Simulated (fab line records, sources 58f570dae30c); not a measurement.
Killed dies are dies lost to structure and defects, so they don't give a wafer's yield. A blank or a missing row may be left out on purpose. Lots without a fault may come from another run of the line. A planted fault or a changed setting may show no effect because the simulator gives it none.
fab line records | flow berkeley_cmos170
record lots=13 wafers=39 last_day=12
route steps=331 shown NVT@113 PVT@124 NLDD@161
lots that met no fault: from a run of the same line without faults
start_h: hours from the record's first day to the start of the lot's first wafer shown | wait_h: hours since the lot's step before | " the same as in the row above | L1.1+2: a row that stands for several wafers | - no value, or no start given | * or withheld: withheld | < > ~ a bound
route shown NAME@n: a module of which the file shows steps, and the number in the route of the first | usual: mean/standard deviation of fault-free wafers | same: alike in all rows | chamber/n: place in a boat | sites: the reading at each site | _std_site: their standard deviation | _edge_site: outer sites' mean less inner sites' | radius_mm: how far each site lies from the wafer's centre | mask NAME#n: copy n | behind: the tool/chamber that last shaped the wafer | hold: why the lot was held/for how many hours/how that ended | device: the transistor (n, p or np) that didn't switch | end of line: the same wafers' tests at the end of the route | a step without rows: its recipe alone | killed: dies lost to structure and defects at the first sort, not the wafer's yield | map: a wafer's dies, x killed, . not, _ none there
set.NAME: the setting as run; set.NAME@STEP: as run at that earlier step | model.NAME: the simulator's own value behind a step, which no gauge read
steps of the route over a sample of lots; a table a step, a row a wafer
services: from which hour (start_h, from the record's first day; less than 0 if before it) a tool's chamber was out of use, for how many hours, and why
## steps
# step UCB170_NVT_TW_MEAS_09
# usual NVT_TW=524.0/2.2
# columns lot.wafer tool chamber start_h wait_h NVT_TW
L240.3 film_metro-02 - 117.35 0.1 525.3
L240.5 " - " " 526.8
L240.6 " - " " 527.3
L242.1 film_metro-02 - 128.30 0.1 524.7
L242.4 " - " " 524.9
L242.5 " - " " 524.5
L241.3 film_metro-02 - 128.67 0.1 528.5
L241.5 " - " " 525.6
L241.6 " - " " 525.3
L243.1 film_metro-04 - 136.78 0.1 521.4
L243.3 " - " " 523.8
L243.4 " - " " 521.6
L244.1 film_metro-02 - 137.02 0.1 524.9
L244.3 " - " " 525.4
L244.5 " - " " 525.9
L248.1 film_metro-04 - 159.47 0.1 523.8
L248.4 " - " " 523.6
L248.5 " - " " 522.1
L250.1 film_metro-04 - 163.68 0.1 521.9
L250.2 " - " " 524.9
L250.5 " - " " 522.3
L255.3 film_metro-04 - 189.73 0.1 525.0
L255.4 " - " " 525.9
L255.6 " - " " 520.8
L257.1 film_metro-02 - 197.84 0.1 525.3
L257.3 " - " " 523.0
L257.6 " - " " 523.4
L256.1 film_metro-01 - 198.11 0.1 525.4
L256.5 " - " " 525.4
L256.6 " - " " 522.8
L258.2 film_metro-04 - 211.51 0.1 522.0
L258.4 " - " " 522.8
L258.6 " - " " 525.0
L259.3 film_metro-02 - 212.07 0.1 525.8
L259.4 " - " " 525.8
L259.6 " - " " 525.0
L260.2 film_metro-04 - 223.50 0.1 522.4
L260.3 " - " " 518.1
L260.5 " - " " 523.5
# step UCB170_PVT_TW_MEAS_09
# usual PVT_TW=504/3.8
# columns lot.wafer tool chamber start_h wait_h PVT_TW
L240.3 film_metro-03 - 119.07 0.1 497
L240.5 " - " " 499
L240.6 " - " " 496
L242.1 film_metro-03 - 129.69 0.1 501
L242.4 " - " " 502
L242.5 " - " " 503
L241.3 film_metro-01 - 130.16 0.1 505
L241.5 " - " " 508
L241.6 " - " " 507
L243.1 film_metro-03 - 138.88 0.1 501
L243.3 " - " " 503
L243.4 " - " " 502
L244.1 film_metro-03 - 139.31 0.1 499
L244.3 " - " " 501
L244.5 " - " " 501
L248.1 film_metro-03 - 162.22 0.1 500
L248.4 " - " " 498
L248.5 " - " " 499
L250.1 film_metro-01 - 165.42 0.1 509
L250.2 " - " " 508
L250.5 " - " " 506
L255.3 film_metro-03 - 193.76 0.1 500
L255.4 " - " " 505
L255.6 " - " " 502
L257.1 film_metro-01 - 199.35 0.1 509
L257.3 " - " " 508
L257.6 " - " " 509
L256.1 film_metro-04 - 199.61 0.1 511
L256.5 " - " " 509
L256.6 " - " " 511
L258.2 film_metro-03 - 213.09 0.1 501
L258.4 " - " " 498
L258.6 " - " " 501
L259.3 film_metro-01 - 213.91 0.1 508
L259.4 " - " " 508
L259.6 " - " " 509
L260.2 film_metro-04 - 224.98 0.1 505
L260.3 " - " " 506
L260.5 " - " " 502
# step UCB170_NLDD_EXPOSE_03
# recipe mask_id=NSELECT na=0.5 sigma_outer=0.6 source_shape=conventional target_cd_nm=1200 dose_mj=30
# usual exposure_dose_mJ_cm2=29.62/0.032
# same sigma_outer=0.6
# columns lot.wafer tool chamber start_h wait_h mask exposure_dose_mJ_cm2
L240.3 krf_scanner-01 0 135.66 0.2 NSELECT#0 29.69
L240.5 " 0 " " NSELECT#0 29.68
L240.6 " 0 " " NSELECT#0 29.71
L242.1 krf_scanner-02 0 142.60 0.1 NSELECT#0 29.64
L242.4 " 0 " " NSELECT#0 29.61
L242.5 " 0 " " NSELECT#0 29.57
L241.3 krf_scanner-01 0 143.21 0.2 NSELECT#0 29.66
L241.5 " 0 " " NSELECT#0 29.63
L241.6 " 0 " " NSELECT#0 29.66
L243.1 krf_scanner-02 0 156.25 0.2 NSELECT#0 29.62
L243.3 " 0 " " NSELECT#0 29.63
L243.4 " 0 " " NSELECT#0 29.65
L244.1 krf_scanner-02 0 156.53 0.1 NSELECT#0 29.60
L244.3 " 0 " " NSELECT#0 29.64
L244.5 " 0 " " NSELECT#0 29.61
L248.1 krf_scanner-02 0 181.84 0.2 PSELECT#0 29.63
L248.4 " 0 " " PSELECT#0 29.63
L248.5 " 0 " " PSELECT#0 29.66
L250.1 krf_scanner-02 0 183.34 0.6 NSELECT#0 29.63
L250.2 " 0 " " NSELECT#0 29.65
L250.5 " 0 " " NSELECT#0 29.62
L255.3 krf_scanner-02 0 208.95 0.1 NSELECT#0 29.65
L255.4 " 0 " " NSELECT#0 29.67
L255.6 " 0 " " NSELECT#0 29.64
L257.1 krf_scanner-02 0 213.51 0.1 NSELECT#0 29.66
L257.3 " 0 " " NSELECT#0 29.67
L257.6 " 0 " " NSELECT#0 29.64
L256.1 krf_scanner-02 0 213.84 0.1 NSELECT#0 29.56
L256.5 " 0 " " NSELECT#0 29.63
L256.6 " 0 " " NSELECT#0 29.60
L258.2 krf_scanner-02 0 230.61 0.1 NSELECT#0 29.59
L258.4 " 0 " " NSELECT#0 29.63
L258.6 " 0 " " NSELECT#0 29.63
L259.3 krf_scanner-01 0 231.29 0.2 NSELECT#0 29.60
L259.4 " 0 " " NSELECT#0 29.58
L259.6 " 0 " " NSELECT#0 29.59
L260.2 krf_scanner-01 0 238.81 0.1 NSELECT#0 29.64
L260.3 " 0 " " NSELECT#0 29.60
L260.5 " 0 " " NSELECT#0 29.59
# step UCB170_NLDD_CD_MEAS_06
# recipe target_cd_nm=1200
# usual cd_nm=1199.5/1.6
# columns lot.wafer tool chamber start_h wait_h cd_nm
L240.3 cd_sem-02 - 136.13 - 1201.1
L240.5 " - " " 1200.5
L240.6 " - " " 1201.0
L242.1 cd_sem-02 - 143.30 - 1200.3
L242.4 " - " " 1201.2
L242.5 " - " " 1199.0
L241.3 cd_sem-02 - 144.17 - 1198.1
L241.5 " - " " 1197.2
L241.6 " - " " 1197.5
L243.1 cd_sem-02 - 156.80 - 1201.0
L243.3 " - " " 1201.9
L243.4 " - " " 1200.1
L244.1 cd_sem-01 - 157.22 - 1201.7
L244.3 " - " " 1201.5
L244.5 " - " " 1200.0
L248.1 cd_sem-01 - 182.23 - -
L248.4 " - " " -
L248.5 " - " " -
L250.1 cd_sem-02 - 183.92 - 1199.2
L250.2 " - " " 1199.4
L250.5 " - " " 1199.3
L255.3 cd_sem-01 - 209.53 - 1200.9
L255.4 " - " " 1201.4
L255.6 " - " " 1199.5
L257.1 cd_sem-01 - 214.32 - 1200.7
L257.3 " - " " 1201.2
L257.6 " - " " 1199.9
L256.1 cd_sem-02 - 214.42 - 1197.9
L256.5 " - " " 1199.2
L256.6 " - " " 1200.0
L258.2 cd_sem-02 - 231.00 - 1198.0
L258.4 " - " " 1197.7
L258.6 " - " " 1197.9
L259.3 cd_sem-01 - 231.68 - 1201.6
L259.4 " - " " 1201.9
L259.6 " - " " 1202.7
L260.2 cd_sem-02 - 239.31 - 1199.6
L260.3 " - " " 1198.6
L260.5 " - " " 1197.5
# step UCB170_NLDD_STRIP_10
# recipe chemistry=O2 power_w=400 pressure_mtorr=3500 platen_temp_c=withheld o2_flow_sccm=400 overash_fraction=0.5
# usual drypump_motor_current_A=5.6/0.54 oes_product_au=0.735/0.0049 strip_time_to_endpoint_s=21.60/0.059
# columns lot.wafer tool chamber start_h wait_h drypump_motor_current_A oes_product_au rf_hours_counter_h strip_time_to_endpoint_s
L240.3 plasma_asher-02 0 136.58 0.1 5.2 0.742 - 21.55
L240.5 " 0 " " 5.2 0.730 - 21.54
L240.6 " 1 " " 5.4 0.737 - 21.60
L242.1 plasma_asher-04 0 143.75 0.1 6.3 0.740 48 21.55
L242.4 " 0 " " 6.3 0.735 - 21.55
L242.5 " 1 " " 6.1 0.746 - 21.56
L241.3 plasma_asher-04 1 144.62 0.1 6.1 0.732 - 21.70
L241.5 " 1 " " 6.1 0.733 - 21.61
L241.6 " 0 " " 6.2 0.731 - 21.64
L243.1 plasma_asher-01 1 157.26 0.1 4.8 0.734 5 21.69
L243.3 " 0 " " 5.8 0.734 - 21.67
L243.4 " 1 " " 4.8 0.739 - 21.70
L244.1 plasma_asher-01 1 157.68 0.1 4.8 0.734 5 21.60
L244.3 " 1 " " 4.8 0.737 - 21.62
L244.5 " 0 " " 5.9 0.738 - 21.62
L248.1 plasma_asher-01 1 182.68 0.1 4.8 0.734 8 21.62
L248.4 " 1 " " 4.8 0.734 - 21.56
L248.5 " 1 " " 4.8 0.742 - 21.59
L250.1 plasma_asher-01 0 184.58 0.1 5.9 0.732 8 21.60
L250.2 " 1 " " 4.8 0.733 8 21.64
L250.5 " 1 " " 4.8 0.731 - 21.64
L255.3 plasma_asher-01 0 209.98 0.1 5.9 0.742 - 21.59
L255.4 " 1 " " 4.8 0.736 - 21.61
L255.6 " 0 " " 5.9 0.728 - 21.63
L257.1 plasma_asher-02 1 214.78 0.1 5.3 0.725 42 21.60
L257.3 " 1 " " 5.3 0.737 - 21.56
L257.6 " 0 " " 5.2 0.739 - 21.58
L256.1 plasma_asher-01 0 214.88 0.1 5.9 0.726 12 21.67
L256.5 " 1 " " 4.8 0.739 - 21.62
L256.6 " 0 " " 5.9 0.734 - 21.63
L258.2 plasma_asher-01 0 231.44 0.1 5.9 0.736 14 21.65
L258.4 " 1 " " 4.8 0.742 - 21.61
L258.6 " 0 " " 5.9 0.729 - 21.68
L259.3 plasma_asher-02 1 232.13 0.1 5.3 0.734 - 21.69
L259.4 " 0 " " 5.2 0.745 - 21.76
L259.6 " 1 " " 5.3 0.735 - 21.62
L260.2 plasma_asher-01 0 239.75 0.1 5.9 0.727 15 21.59
L260.3 " 1 " " 4.8 0.738 - 21.59
L260.5 " 1 " " 4.8 0.744 - 21.59
# step UCB170_NLDD_TW_MEAS_11
# usual NLDD_TW=2200/18
# columns lot.wafer tool chamber start_h wait_h NLDD_TW
L240.3 film_metro-02 - 136.66 0.1 2214
L240.5 " - " " 2227
L240.6 " - " " 2226
L242.1 film_metro-02 - 143.85 0.1 2222
L242.4 " - " " 2215
L242.5 " - " " 2213
L241.3 film_metro-01 - 144.71 0.1 2213
L241.5 " - " " 2220
L241.6 " - " " 2211
L243.1 film_metro-03 - 157.36 0.1 2183
L243.3 " - " " 2183
L243.4 " - " " 2187
L244.1 film_metro-03 - 157.83 0.1 2182
L244.3 " - " " 2177
L244.5 " - " " 2192
L248.1 film_metro-01 - 182.78 0.1 30
L248.4 " - " " 30
L248.5 " - " " 30
L250.1 film_metro-03 - 184.68 0.1 2193
L250.2 " - " " 2174
L250.5 " - " " 2188
L255.3 film_metro-02 - 210.07 0.1 2219
L255.4 " - " " 2219
L255.6 " - " " 2199
L257.1 film_metro-01 - 214.88 0.1 2212
L257.3 " - " " 2208
L257.6 " - " " 2210
L256.1 film_metro-02 - 214.98 0.1 2226
L256.5 " - " " 2205
L256.6 " - " " 2224
L258.2 film_metro-03 - 231.55 0.1 2169
L258.4 " - " " 2171
L258.6 " - " " 2185
L259.3 film_metro-03 - 232.22 0.1 2185
L259.4 " - " " 2186
L259.6 " - " " 2175
L260.2 film_metro-01 - 239.86 0.1 2199
L260.3 " - " " 2213
L260.5 " - " " 2192
## services
# columns tool chamber start_h hours kind
plasma_asher-01 0 117.75 - clean
plasma_asher-01 1 117.75 - clean
plasma_asher-02 - 117.97 1.3 repair
krf_scanner-01 - 123.66 4.4 pm
krf_scanner-02 0 129.62 - calibration
krf_scanner-01 - 140.67 1.3 pm
plasma_asher-04 - 145.39 2.4 repair
krf_scanner-01 - 167.00 1.0 pm
krf_scanner-01 - 172.95 3.6 pm
krf_scanner-01 - 178.15 1.2 repair
krf_scanner-01 - 205.05 1.0 repair
krf_scanner-02 - 228.36 0.8 pm
## key
first_sign step=UCB170_NLDD_EXPOSE_03 reading=mask direction=changed
effect step=UCB170_NLDD_CD_MEAS_06 reading=cd_nm direction=missing
effect step=UCB170_NLDD_TW_MEAS_11 reading=NLDD_TW direction=down sigmas=99+ usual=2200 struck=30
met_at UCB170_NLDD_EXPOSE_03
struck_lots L248
sort_left_out L248.1,L248.4,L248.5
tester_left_out L248
not_acting_at UCB170_NVT_TW_MEAS_09,UCB170_PVT_TW_MEAS_09,UCB170_NLDD_STRIP_10
onset_between 156.53 181.84
fault kind=wrong_mask tool=any chamber=- onset_h=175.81 steps=UCB170_NLDD_EXPOSE_03 aux_copy=PSELECT#0 scope=struck_lots_only
# tester_left_out: of these lots the tester's yield and bins aren't shown, on N5 and GAA mostly nor the transistor test; their killed dies are dies lost to structure and defects alone, not to doping, threshold or leakage, so they don't give the yield
# sort_left_out: the simulated sort isn't trusted on such a fault, so these wafers' sort isn't shown, and their yield isn't known
